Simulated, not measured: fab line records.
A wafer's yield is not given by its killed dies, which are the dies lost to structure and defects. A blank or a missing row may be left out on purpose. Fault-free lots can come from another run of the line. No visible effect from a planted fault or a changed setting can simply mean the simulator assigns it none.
Check of tool commonality	flow rit-cmos	Sampled: 14 lots, 42 wafers

## REASON IT WAS OPENED
At RIT_WELLDRIVE_RS_MEAS_01 the reading NWELL_RS is flagged on 2 of 14 lots. Fault-free wafers read 275.2 ohm/sq, with a standard deviation of 0.64.
Rule: a lot is flagged when every wafer of it that has a number lies more than 4 standard deviations from that mean, or none has a number. The other lots count as sound.

lot	measured	on	NWELL_RS (ohm/sq), wafer by wafer	flag
L867	day 2 05:41	film-metro-02	274.7 275.1 275.1	
L870	day 2 19:43	film-metro-02	274.3 274.0 274.9	
L872	day 3 06:23	film-metro-02	275.3 274.0 274.7	
L873	day 3 10:52	film-metro-02	273.2 274.2 274.3	
L874	day 3 15:09	film-metro-02	275.3 275.5 275.3	
L875	day 3 21:26	film-metro-02	275.5 275.3 275.1	
L877	day 4 06:37	film-metro-01	275.4 275.7 275.8	
L878	day 4 11:18	film-metro-01	274.3 274.8 274.6	
L879	day 4 16:08	film-metro-04	253.5 252.5 252.9	FLAGGED
L881	day 5 02:51	film-metro-01	252.0 252.4 253.1	FLAGGED
L885	day 5 21:47	film-metro-01	275.4 274.9 275.3	
L886	day 6 02:37	film-metro-01	275.9 275.8 275.3	
L888	day 6 13:13	film-metro-04	276.6 276.3 275.8	
L890	day 6 22:59	film-metro-04	275.6 275.9 275.2	
The numbers of the flagged lots are 252.7 ohm/sq on average: -22.5 ohm/sq against the usual, or -35 standard deviations.

## EACH LOT AND THE TOOL IT RAN ON
The record holds 1 process step before the reading, out of a route of 202 steps. Read each cell as the tool, then ch plus the chambers that the sampled wafers visited, then the start.
lot	flag	RIT_WELLDRIVE_ANNEAL_00
L867		furnace-03 ch 0, day 2 00:34
L870		furnace-03 ch 0, day 2 14:35
L872		furnace-03 ch 0, day 3 01:15
L873		furnace-02 ch 0, day 3 05:47
L874		furnace-01 ch 0, day 3 10:04
L875		furnace-02 ch 0, day 3 16:20
L877		furnace-03 ch 0, day 4 01:32
L878		furnace-01 ch 0, day 4 06:13
L879	FLAGGED	furnace-02 ch 0, day 4 11:02
L881	FLAGGED	furnace-02 ch 0, day 4 21:45
L885		furnace-03 ch 0, day 5 16:42
L886		furnace-01 ch 0, day 5 21:30
L888		furnace-01 ch 0, day 6 08:08
L890		furnace-03 ch 0, day 6 17:54
What is done by these steps:
- RIT_WELLDRIVE_ANNEAL_00: time 14700 s.
- RIT_WELLDRIVE_RS_MEAS_01: measures by four-point-probe.

## FLAGGED OVER TOTAL, TOOL BY TOOL (the gauges that took the reading come last)
step	tool	lots run	flagged	share of the flagged lots	sound lots run after its first flagged lot
RIT_WELLDRIVE_ANNEAL_00	furnace-01	4	0	none	-
RIT_WELLDRIVE_ANNEAL_00	furnace-02	4	2	all	0
RIT_WELLDRIVE_ANNEAL_00	furnace-03	6	0	none	-
RIT_WELLDRIVE_RS_MEAS_01	film-metro-01	5	1	some	2 (L885,L886)
RIT_WELLDRIVE_RS_MEAS_01	film-metro-02	6	0	none	-
RIT_WELLDRIVE_RS_MEAS_01	film-metro-04	3	1	some	2 (L888,L890)

## WHAT THE TABLE ALLOWS
All flagged lots share 1 row of the table, namely furnace-02 at RIT_WELLDRIVE_ANNEAL_00.
- furnace-02 at RIT_WELLDRIVE_ANNEAL_00: 2 of its 4 lots flagged. It ran its last sound lot, L875, at day 3 16:20 and its first flagged lot, L879, at day 4 11:02: a fault with its onset between the two fits. Its own readings lie more than 4 standard deviations out on every wafer of the flagged lots: spike-tc-centre-C, spike-tc-load-C, spike-tc-source-C, tube-center-temp-C, tube_center_temp_C_max.
Left over: one tool, furnace-02 at RIT_WELLDRIVE_ANNEAL_00.

## WHAT THE SIMULATOR PUT IN
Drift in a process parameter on furnace-02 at RIT_WELLDRIVE_ANNEAL_00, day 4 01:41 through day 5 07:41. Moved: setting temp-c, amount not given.
Lots struck among those shown: L879, L881. The rule above reached the same finding.
